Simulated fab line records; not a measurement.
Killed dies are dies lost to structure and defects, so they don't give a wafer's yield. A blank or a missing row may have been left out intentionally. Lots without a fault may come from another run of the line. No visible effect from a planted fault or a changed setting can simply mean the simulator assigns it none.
fab line records | flow berkeleyCmos170 | part 1 of 2: steps 1 to 35 of 44
record: lots: 6 wafers: 18 lastDay: 11
route steps=331 shown SDANNEAL@205 PSD@206 NSD@207 PLDD@208 NLDD@209 SILICIDE@210 CONTACT@216 M1@238 M3@331
lots that met no fault: taken from a fault-free run of the same line
startH: hours from the record's opening day to when the first of the lot's shown wafers began | waitH: hours since the lot's step before | " unchanged from the row above | L1.1+2: one row covering several wafers at once | - no value, or no start given | * or withheld: withheld | < > ~ a bound
route shown NAME@n: a module of which the file shows steps, and the number in the route of the first | usual: mean/standard deviation of fault-free wafers | same: alike in all rows | chamber/n: place in a boat | sites: each site's reading | _std_site: the values' standard deviation | _edge_site: the outer-site mean with the inner-site mean subtracted | radiusMm: for every site, how far away it sits from the centre of the wafer | mask NAME#n: copy n | behind: the last tool/chamber to shape the wafer | hold: the reason the lot was held/the length of the hold in hours/how it ended | device: the n, p or np transistor that did not switch | end of line: the route-end tests of the same wafers | a step without rows: its recipe alone | killed: not the wafer's yield, but the dies lost to structure and defects at the first sort | map: a wafer's dies, x killed, . not, _ none there
set.NAME: the setting the step ran with; set.NAME@STEP: the setting that earlier step ran with | model.NAME: the simulator's own value behind a step, which no gauge read
certain route steps with their lots: each step a table, each wafer a row
services: the hour from which a tool's chamber was out of use, counted from the record's first day as startH (under 0 if before that day), plus the number of hours and why
== steps ==
step: UCB170_SDANNEAL_RTA_01
recipe: tempC: 1050 timeS: 5.204 ambient: N2
step: UCB170_SDANNEAL_RS_MEAS_02
recipe: thkMeasGauge: four-point-probe
usual: PSD_RS: 75.6/0.31
columns lot.wafer tool chamber startH waitH PSD_RS[ohm/sq]
L724.2 filmMetro-02 - 147.13 0.1 75.8
L724.3 " - " " 75.7
L724.4 " - " " 75.6
L727.2 filmMetro-04 - 153.52 0.1 75.4
L727.4 " - " " 75.2
L727.5 " - " " 75.3
L731.2 filmMetro-02 - 177.25 0.1 75.8
L731.5 " - " " 76.0
L731.6 " - " " 76.0
L736.1 filmMetro-02 - 208.69 0.0 75.9
L736.3 " - " " 75.5
L736.5 " - " " 76.1
L739.1 filmMetro-02 - 220.39 0.0 75.5
L739.2 " - " " 75.6
L739.6 " - " " 75.4
L742.1 filmMetro-02 - 242.89 0.0 75.5
L742.2 " - " " 75.3
L742.5 " - " " 75.3
step: UCB170_SDANNEAL_RS_MEAS_03
recipe: thkMeasGauge: four-point-probe
usual: NSD_RS: 37.17/0.089
columns lot.wafer tool chamber startH waitH NSD_RS[ohm/sq]
L724.2 filmMetro-02 - 147.25 0.1 37.13
L724.3 " - " " 37.18
L724.4 " - " " 37.11
L727.2 filmMetro-04 - 153.64 0.1 37.11
L727.4 " - " " 37.16
L727.5 " - " " 37.08
L731.2 filmMetro-02 - 177.37 0.1 37.05
L731.5 " - " " 37.11
L731.6 " - " " 37.08
L736.1 filmMetro-02 - 208.81 0.1 37.13
L736.3 " - " " 37.16
L736.5 " - " " 37.36
L739.1 filmMetro-02 - 220.51 0.1 37.15
L739.2 " - " " 37.24
L739.6 " - " " 37.21
L742.1 filmMetro-02 - 243.01 0.1 37.04
L742.2 " - " " 37.12
L742.5 " - " " 37.07
step: UCB170_SDANNEAL_RS_MEAS_04
recipe: thkMeasGauge: four-point-probe
usual: PLDD_RS: 1032/3.5
columns lot.wafer tool chamber startH waitH PLDD_RS[ohm/sq]
L724.2 filmMetro-02 - 147.37 0.1 1033
L724.3 " - " " 1029
L724.4 " - " " 1035
L727.2 filmMetro-04 - 153.76 0.1 1027
L727.4 " - " " 1028
L727.5 " - " " 1028
L731.2 filmMetro-02 - 177.49 0.1 1034
L731.5 " - " " 1034
L731.6 " - " " 1031
L736.1 filmMetro-02 - 208.93 0.1 1027
L736.3 " - " " 1027
L736.5 " - " " 1031
L739.1 filmMetro-02 - 220.63 0.1 1035
L739.2 " - " " 1034
L739.6 " - " " 1033
L742.1 filmMetro-02 - 243.13 0.1 1030
L742.2 " - " " 1026
L742.5 " - " " 1030
step: UCB170_SDANNEAL_RS_MEAS_05
recipe: thkMeasGauge: four-point-probe
usual: NLDD_RS: 617.9/1.6
columns lot.wafer tool chamber startH waitH NLDD_RS[ohm/sq]
L724.2 filmMetro-02 - 147.49 0.1 620.4
L724.3 " - " " 618.2
L724.4 " - " " 619.2
L727.2 filmMetro-04 - 153.88 0.1 619.4
L727.4 " - " " 618.2
L727.5 " - " " 617.0
L731.2 filmMetro-02 - 177.61 0.1 614.6
L731.5 " - " " 617.2
L731.6 " - " " 614.8
L736.1 filmMetro-02 - 209.05 0.1 616.5
L736.3 " - " " 616.8
L736.5 " - " " 616.3
L739.1 filmMetro-02 - 220.75 0.1 617.8
L739.2 " - " " 617.0
L739.6 " - " " 617.6
L742.1 filmMetro-02 - 243.25 0.1 621.5
L742.2 " - " " 621.3
L742.5 " - " " 620.2
step: UCB170_SILICIDE_PRE_CLEAN_00
recipe: gas: Ar precleanEtchTimeS: 60
step: UCB170_SILICIDE_SPUTTER_01
recipe: material: Ti targetThkNm: 30 timeS: 24.56 powerW: 1500 chamberPressurePa: 0.5
step: UCB170_SILICIDE_RS_MEAS_02
recipe: thkMeasGauge: four-point-probe reads: Ti_of_SILICIDE_SPUTTER_01
usual: SILICIDE_TI_RS: 26.5/0.43
columns lot.wafer tool chamber startH waitH SILICIDE_TI_RS[ohm/sq]
L724.2 filmMetro-03 - 147.71 0.0 27.0
L724.3 " - " " 27.1
L724.4 " - " " 26.6
L727.2 filmMetro-04 - 154.10 0.0 27.1
L727.4 " - " " 26.5
L727.5 " - " " 26.9
L731.2 filmMetro-02 - 177.83 0.0 26.2
L731.5 " - " " 26.2
L731.6 " - " " 26.3
L736.1 filmMetro-04 - 209.26 0.0 26.2
L736.3 " - " " 26.1
L736.5 " - " " 26.7
L739.1 filmMetro-04 - 220.97 0.0 26.4
L739.2 " - " " 25.9
L739.6 " - " " 25.8
L742.1 filmMetro-03 - 243.49 0.0 27.4
L742.2 " - " " 27.4
L742.5 " - " " 26.9
step: UCB170_SILICIDE_THK_MEAS_03
recipe: thkMeasGauge: xrf reads: Ti_of_SILICIDE_SPUTTER_01
usual: SILICIDE_TI_THK: 29.5/0.44
columns lot.wafer tool chamber startH waitH SILICIDE_TI_THK[nm]
L724.2 filmMetro-03 - 147.82 0.1 29.0
L724.3 " - " " 29.0
L724.4 " - " " 29.5
L727.2 filmMetro-04 - 154.21 0.1 29.0
L727.4 " - " " 29.6
L727.5 " - " " 29.1
L731.2 filmMetro-02 - 177.94 0.1 30.1
L731.5 " - " " 30.2
L731.6 " - " " 30.1
L736.1 filmMetro-04 - 209.38 0.1 29.6
L736.3 " - " " 29.9
L736.5 " - " " 29.4
L739.1 filmMetro-04 - 221.09 0.1 29.6
L739.2 " - " " 30.0
L739.6 " - " " 30.2
L742.1 filmMetro-03 - 243.61 0.1 28.6
L742.2 " - " " 28.6
L742.5 " - " " 29.0
step: UCB170_SILICIDE_RTA_04
recipe: tempC: 650 timeS: 15 ambient: N2
usual: lampPowerPct: 10.7/0.37 wafer_temp_C_max: 654.0/1.1
columns lot.wafer tool chamber startH waitH lampPowerPct wafer_temp_C_max
L724.2 rtpAnneal-02 0 147.88 0.1 10.4 653.7
L724.3 " 0 " " 10.4 654.4
L724.4 " 0 " " 10.4 653.9
L727.2 rtpAnneal-02 0 154.27 0.1 10.4 652.9
L727.4 " 0 " " 10.4 654.1
L727.5 " 0 " " 10.4 654.8
L731.2 rtpAnneal-02 0 178.00 0.1 10.4 652.8
L731.5 " 0 " " 10.4 652.4
L731.6 " 0 " " 10.4 652.9
L736.1 rtpAnneal-01 0 209.44 0.1 11.1 655.2
L736.3 " 0 " " 11.1 654.3
L736.5 " 0 " " 11.1 655.7
L739.1 rtpAnneal-01 0 221.15 0.1 11.1 655.9
L739.2 " 0 " " 11.1 652.9
L739.6 " 0 " " 11.1 654.1
L742.1 rtpAnneal-02 0 243.67 0.1 10.4 652.7
L742.2 " 0 " " 10.4 653.8
L742.5 " 0 " " 10.4 654.3
step: UCB170_SILICIDE_WET_ETCH_05
recipe: chemistry: SPM timeS: 45 tempC: 120 target: Ti
step: UCB170_CONTACT_CLEAN_00
recipe: chemistry: SPM tempC: 120 timeS: 600
step: UCB170_CONTACT_CVD_01
recipe: material: PSG targetThkNm: 700 tempC: 450 precursor: SiH4/O2/PH3 timeS: 2820 pressureMtorr: 300 sih4FlowSccm: 60 o2FlowSccm: 90 ph3FlowSccm: 25
usual: ph3FlowSccm: 24.99/0.082 zonePowerCentrePct: 18.3/0.46
columns lot.wafer tool chamber startH waitH ph3FlowSccm zonePowerCentrePct model.PSG_of_CONTACT_CVD_01.thkNm
L724.2 lpcvd-01 0 149.96 1.8 24.88 18.0 699.4
L724.3 " 0 " " 24.99 17.7 702.4
L724.4 " 0 " " 24.98 17.5 701.9
L727.2 lpcvd-02 1 154.88 0.3 24.90 19.1 703.2
L727.4 " 1 " " 25.07 19.0 708
L727.5 " 1 " " 25.01 18.7 696.5
L731.2 lpcvd-01 0 181.52 0.0 25.03 18.0 705.7
L731.5 " 0 " " 25.04 18.1 702.9
L731.6 " 0 " " 25.02 17.6 705.9
L736.1 lpcvd-02 1 210.23 0.5 19.92 18.9 678.7
L736.3 " 1 " " 19.98 18.9 681.2
L736.5 " 1 " " 19.98 18.4 678.6
L739.1 lpcvd-02 1 222.54 1.1 20.05 19.0 682.4
L739.2 " 1 " " 19.91 18.9 671.8
L739.6 " 1 " " 20.05 18.9 676.2
L742.1 lpcvd-01 1 244.67 0.0 24.93 18.8 718.1
L742.2 " 1 " " 24.86 18.5 712.2
L742.5 " 1 " " 24.86 17.9 716.2
step: UCB170_CONTACT_THK_MEAS_02
recipe: reads: PSG_of_CONTACT_CVD_01
usual: CONTACT_PSG_THK: 703/6.4
columns lot.wafer tool chamber startH waitH CONTACT_PSG_THK[nm]
L724.2 filmMetro-03 - 151.75 0.0 700
L724.3 " - " " 702
L724.4 " - " " 702
L727.2 filmMetro-02 - 157.56 0.0 703
L727.4 " - " " 708
L727.5 " - " " 696
L731.2 filmMetro-03 - 183.31 0.0 706
L731.5 " - " " 703
L731.6 " - " " 706
L736.1 filmMetro-01 - 212.01 0.0 679
L736.3 " - " " 681
L736.5 " - " " 679
L739.1 filmMetro-02 - 224.32 0.0 682
L739.2 " - " " 671
L739.6 " - " " 676
L742.1 filmMetro-03 - 247.35 0.0 718
L742.2 " - " " 713
L742.5 " - " " 717
step: UCB170_CONTACT_HMDS_03
recipe: primeTimeS: 60 primeTempC: 100
step: UCB170_CONTACT_COAT_04
recipe: resist: KrF spinRpm: 1500 resistThkNm: 900
step: UCB170_CONTACT_SOFTBAKE_05
recipe: resist: KrF tempC: 130 timeS: 60
step: UCB170_CONTACT_STRIP_06
recipe: chemistry: O2 powerW: 400 pressureMtorr: 3500 platenTempC: withheld o2FlowSccm: 400 overashFraction: 0.5
usual: drypumpMotorCurrentA: 5.6/0.34 oesProductAu: 0.735/0.0046 stripTimeToEndpointS: 21.97/0.047
columns lot.wafer tool chamber startH waitH drypumpMotorCurrentA oesProductAu rfHoursCounterH stripTimeToEndpointS
L724.2 plasmaAsher-03 0 152.41 0.1 5.5 0.737 46 21.99
L724.3 " 0 " " 5.5 0.733 - 22.05
L724.4 " 1 " " 5.5 0.731 - 22.00
L727.2 plasmaAsher-02 0 158.25 0.1 5.7 0.739 49 21.94
L727.4 " 1 " " 5.7 0.740 - 21.91
L727.5 " 1 " " 5.7 0.730 - 21.97
L731.2 plasmaAsher-01 1 183.92 0.1 6.5 0.730 32 21.83
L731.5 " 1 " " 6.5 0.740 - 21.88
L731.6 " 0 " " 5.3 0.731 - 21.94
L736.1 plasmaAsher-03 0 212.52 0.1 5.5 0.729 54 21.96
L736.3 " 0 " " 5.5 0.737 - 21.98
L736.5 " 0 " " 5.5 0.735 - 21.96
L739.1 plasmaAsher-02 0 224.94 0.1 5.6 0.734 57 21.92
L739.2 " 1 " " 5.8 0.734 57 21.92
L739.6 " 1 " " 5.8 0.735 - 21.89
L742.1 plasmaAsher-02 1 247.86 0.1 5.8 0.741 59 22.02
L742.2 " 0 " " 5.7 0.736 59 22.01
L742.5 " 1 " " 5.8 0.729 - 22.02
step: UCB170_CONTACT_CLEAN_07
recipe: chemistry: SPM tempC: 120 timeS: 600
step: UCB170_CONTACT_RTA_08
recipe: tempC: 900 timeS: 10 ambient: N2
usual: lampPowerPct: 25.1/0.87 wafer_temp_C_max: 905.7/1.3
columns lot.wafer tool chamber startH waitH lampPowerPct wafer_temp_C_max
L724.2 rtpAnneal-02 0 152.70 0.0 24.2 904.2
L724.3 " 0 " " 24.2 904.6
L724.4 " 0 " " 24.2 904.8
L727.2 rtpAnneal-02 0 158.63 0.0 24.2 904.5
L727.4 " 0 " " 24.2 907.1
L727.5 " 0 " " 24.2 904.2
L731.2 rtpAnneal-02 0 184.29 0.0 24.2 905.0
L731.5 " 0 " " 24.2 903.5
L731.6 " 0 " " 24.2 904.1
L736.1 rtpAnneal-01 0 212.93 0.0 25.9 908.7
L736.3 " 0 " " 25.9 906.8
L736.5 " 0 " " 26.0 906.5
L739.1 rtpAnneal-01 0 225.21 0.0 25.9 905.8
L739.2 " 0 " " 25.9 905.6
L739.6 " 0 " " 25.9 906.5
L742.1 rtpAnneal-02 0 248.15 0.0 24.2 904.0
L742.2 " 0 " " 24.2 904.1
L742.5 " 0 " " 24.2 903.6
step: UCB170_CONTACT_COAT_09
recipe: resist: BARC tempC: withheld timeS: withheld spinRpm: 3000 resistThkNm: withheld
step: UCB170_CONTACT_COAT_10
recipe: resist: KrF spinRpm: 1500 resistThkNm: 900
step: UCB170_CONTACT_SOFTBAKE_11
recipe: resist: KrF tempC: 130 timeS: 60
step: UCB170_CONTACT_EXPOSE_12
recipe: maskId: CONT targetCdNm: 700 na: 0.5 sigmaOuter: 0.6 sourceShape: conventional doseMj: 35
step: UCB170_CONTACT_PEB_13
recipe: pebTempC: 130 pebTimeS: withheld resist: KrF
step: UCB170_CONTACT_DEVELOP_14
recipe: developer: TMAH developTimeS: 45 resist: KrF devTempC: 21
step: UCB170_CONTACT_CD_MEAS_15
recipe: targetCdNm: 700
usual: cdNm: 699.8/1.4
columns lot.wafer tool chamber startH waitH cdNm
L724.2 cdSem-01 - 154.39 - 700.3
L724.3 " - " " 701.6
L724.4 " - " " 701.5
L727.2 cdSem-01 - 159.72 - 699.2
L727.4 " - " " 697.9
L727.5 " - " " 697.9
L731.2 cdSem-01 - 185.59 - 700.1
L731.5 " - " " 700.1
L731.6 " - " " 699.6
L736.1 cdSem-02 - 214.25 - 699.5
L736.3 " - " " 700.1
L736.5 " - " " 700.9
L739.1 cdSem-02 - 226.76 - 698.4
L739.2 " - " " 698.4
L739.6 " - " " 699.6
L742.1 cdSem-02 - 249.18 - 697.4
L742.2 " - " " 698.3
L742.5 " - " " 697.3
step: UCB170_CONTACT_OVL_MEAS_16
usual: CONTACT_OVL: -3/6.9
columns lot.wafer tool chamber startH waitH CONTACT_OVL[nm]
L724.2 overlay-02 - 154.49 0.1 -3
L724.3 " - " " -3
L724.4 " - " " -2
L727.2 overlay-01 - 159.82 0.1 4
L727.4 " - " " 4
L727.5 " - " " 3
L731.2 overlay-02 - 185.70 0.1 -11
L731.5 " - " " -5
L731.6 " - " " -9
L736.1 overlay-02 - 214.37 0.1 -6
L736.3 " - " " 0
L736.5 " - " " -3
L739.1 overlay-01 - 226.88 0.1 6
L739.2 " - " " -1
L739.6 " - " " 2
L742.1 overlay-01 - 249.30 0.1 -8
L742.2 " - " " -12
L742.5 " - " " -17
step: UCB170_CONTACT_ETCH_17
recipe: chemistry: N2/H2 targetDepthA: withheld overetchA: withheld target: BARC timeS: withheld sourceW: 500 biasW: 100 pressureMtorr: 30 n2FlowSccm: 100 h2FlowSccm: 200
usual: drypumpMotorCurrentA: 5.82/0.22 oesProductAu: 1.005/0.021 throttleValvePct: 13.45/0.17
columns lot.wafer tool chamber startH waitH drypumpMotorCurrentA oesProductAu throttleValvePct
L724.2 rieDiel-01 2 154.52 0.0 5.63 0.995 13.57
L724.3 " 3 " " 6.05 0.994 13.62
L724.4 " 0 " " 5.54 1.014 13.23
L727.2 rieDiel-03 1 159.85 0.0 6.16 1.008 13.53
L727.4 " 2 " " 5.94 1.003 13.20
L727.5 " 2 " " 5.95 1.000 13.21
L731.2 rieDiel-03 1 185.73 0.0 6.22 0.996 13.52
L731.5 " 1 " " 6.23 1.000 13.52
L731.6 " 0 " " 5.72 1.042 13.18
L736.1 rieDiel-02 1 214.41 0.0 5.85 0.993 13.44
L736.3 " 3 " " 5.96 0.994 13.46
L736.5 " 3 " " 5.95 0.990 13.43
L739.1 rieDiel-03 3 226.92 0.0 5.58 0.995 13.68
L739.2 " 2 " " 5.97 1.006 13.20
L739.6 " 1 " " 6.20 1.014 13.53
L742.1 rieDiel-02 1 249.34 0.0 5.84 0.998 13.45
L742.2 " 0 " " 6.05 1.007 13.65
L742.5 " 1 " " 5.81 0.984 13.45
step: UCB170_CONTACT_ETCH_18
recipe: chemistry: CHF3/CF4/Ar target: PSG stopOn: TiSi2 CHF3_flow_sccm: 45 cf4FlowSccm: 15 Ar_flow_sccm: 150 pressureMtorr: 200 rfW: 700 targetDepthA: 8400 overEtchFrac: 0.2 timeS: 195
usual: drypumpMotorCurrentA: 5.81/0.22 oesProductAu: 0.894/0.013 throttleValvePct: 6.98/0.085
columns lot.wafer tool chamber startH waitH drypumpMotorCurrentA oesProductAu rfHoursCounterH throttleValvePct model.etch.depthNm model.CONTACT.featureDepthNm
L724.2 rieDiel-01 2 - - 5.59 0.892 148 7.00 699.4 699.4
L724.3 " 3 " " 6.04 0.876 120 7.10 702.4 702.4
L724.4 " 0 " " 5.55 0.907 75 6.82 701.9 701.9
L727.2 rieDiel-03 1 - - 6.21 0.892 137 7.03 703.2 703.2
L727.4 " 2 " " 5.97 0.901 52 6.85 708 708
L727.5 " 2 " " 5.94 0.894 - 6.86 696.5 696.5
L731.2 rieDiel-03 1 - - 6.19 0.892 138 7.03 705.7 705.7
L731.5 " 1 " " 6.16 0.896 - 7.02 702.9 702.9
L731.6 " 0 " " 5.70 0.899 - 6.89 705.9 705.9
L736.1 rieDiel-02 1 - - 5.82 0.870 75 6.99 678.7 678.7
L736.3 " 3 " " 5.96 0.867 121 7.02 681.2 681.2
L736.5 " 3 " " 5.98 0.858 - 7.02 678.6 678.6
L739.1 rieDiel-03 3 - - 5.59 0.863 20 7.04 682.4 682.4
L739.2 " 2 " " 5.94 0.878 55 6.87 671.8 671.8
L739.6 " 1 " " 6.14 0.875 - 7.03 676.2 676.2
L742.1 rieDiel-02 1 - - 5.82 0.897 77 6.98 718.1 718.1
L742.2 " 0 " " 6.05 0.917 1 7.05 712.2 712.2
L742.5 " 1 " " 5.82 0.892 - 6.97 716.2 716.2
step: UCB170_CONTACT_STRIP_19
recipe: chemistry: O2 powerW: 400 pressureMtorr: 3500 platenTempC: withheld o2FlowSccm: 400 overashFraction: 0.5
usual: drypumpMotorCurrentA: 5.7/0.38 oesProductAu: 0.725/0.0047
columns lot.wafer tool chamber startH waitH drypumpMotorCurrentA oesProductAu rfHoursCounterH
L724.2 plasmaAsher-03 0 154.69 - 5.5 0.733 46
L724.3 " 0 " " 5.5 0.719 -
L724.4 " 1 " " 5.4 0.722 -
L727.2 plasmaAsher-02 1 160.02 - 5.8 0.723 49
L727.4 " 1 " " 5.8 0.726 -
L727.5 " 1 " " 5.8 0.732 -
L731.2 plasmaAsher-01 0 185.90 - 5.3 0.723 32
L731.5 " 0 " " 5.3 0.725 -
L731.6 " 1 " " 6.5 0.722 -
L736.1 plasmaAsher-03 0 214.57 - 5.5 0.731 54
L736.3 " 0 " " 5.5 0.728 -
L736.5 " 1 " " 5.4 0.725 -
L739.1 plasmaAsher-02 0 227.08 - 5.7 0.731 57
L739.2 " 1 " " 5.7 0.722 57
L739.6 " 0 " " 5.7 0.726 -
L742.1 plasmaAsher-02 1 249.51 - 5.8 0.722 59
L742.2 " 0 " " 5.7 0.728 59
L742.5 " 1 " " 5.7 0.722 -
step: UCB170_CONTACT_CD_MEAS_90
recipe: targetCdNm: 700
usual: cdNm: 699.8/1.5
columns lot.wafer tool chamber startH waitH cdNm
L724.2 cdSem-02 - 154.81 0.1 700.4
L724.3 " - " " 701.0
L724.4 " - " " 701.8
L727.2 cdSem-01 - 160.14 0.1 700.4
L727.4 " - " " 698.2
L727.5 " - " " 699.3
L731.2 cdSem-02 - 186.02 0.1 700.1
L731.5 " - " " 700.8
L731.6 " - " " 700.1
L736.1 cdSem-01 - 214.75 0.1 699.9
L736.3 " - " " 700.8
L736.5 " - " " 700.7
L739.1 cdSem-02 - 227.18 0.1 697.8
L739.2 " - " " 699.1
L739.6 " - " " 698.1
L742.1 cdSem-02 - 249.61 0.1 697.8
L742.2 " - " " 697.6
L742.5 " - " " 696.1
step: UCB170_CONTACT_CLEAN_20
recipe: chemistry: SPM tempC: 120 timeS: 600
step: UCB170_M1_SPUTTER_00
recipe: material: Al targetThkNm: 600 timeS: 80 powerW: 6000 chamberPressurePa: 0.5
step: UCB170_M1_RS_MEAS_01
recipe: thkMeasGauge: four-point-probe reads: Al_of_M1_SPUTTER_00
usual: M1_AL_RS: 0.0486/0.00079
columns lot.wafer tool chamber startH waitH M1_AL_RS[ohm/sq]
L724.2 filmMetro-01 - 155.17 0.1 0.0484
L724.3 " - " " 0.0496
L724.4 " - " " 0.0476
L727.2 filmMetro-02 - 163.66 0.1 0.0492
L727.4 " - " " 0.0484
L727.5 " - " " 0.0489
L731.2 filmMetro-04 - 186.37 0.1 0.0482
L731.5 " - " " 0.0483
L731.6 " - " " 0.0483
L736.1 filmMetro-01 - 216.31 0.0 0.0488
L736.3 " - " " 0.0475
L736.5 " - " " 0.0490
L739.1 filmMetro-01 - 227.54 0.0 0.0495
L739.2 " - " " 0.0483
L739.6 " - " " 0.0487
L742.1 filmMetro-01 - 251.09 0.0 0.0481
L742.2 " - " " 0.0469
L742.5 " - " " 0.0486
== key ==
firstSign: step: UCB170_CONTACT_CVD_01 reading: ph3FlowSccm direction: down sigmas: 61 usual: 24.99 struck: 19.98
effect: step: UCB170_CONTACT_THK_MEAS_02 reading: CONTACT_PSG_THK direction: down sigmas: 3.8 usual: 703 struck: 678
modelEffect: step: UCB170_CONTACT_CVD_01 value: PSG_of_CONTACT_CVD_01.thkNm without: 698.1 struck: 678.1
modelEffect: step: UCB170_CONTACT_ETCH_18 value: etch.depthNm without: 698.1 struck: 678.1
modelEffect: step: UCB170_M1_METAL_ETCH_12 value: PSG_of_CONTACT_CVD_01.thkNm without: 660.7 struck: 640.7
metAt UCB170_CONTACT_CVD_01
struckWafers L736.1,L736.3,L736.5,L739.1,L739.2,L739.6
testerLeftOut L736,L739
onsetBetween 154.88 210.23
fault: kind: processParameterDrift tool: lpcvd-02 chamber: 1 onsetH: 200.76 steps: UCB170_CONTACT_CVD_01 channel: ph3FlowSccm offset: -5 shape: step endH: 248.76 stated: 25
testerLeftOut: of these lots the tester's yield and bins aren't shown, on N5 and GAA mostly nor the transistor test; their killed dies are dies lost to structure and defects alone, not to doping, threshold or leakage, so they don't give the yield
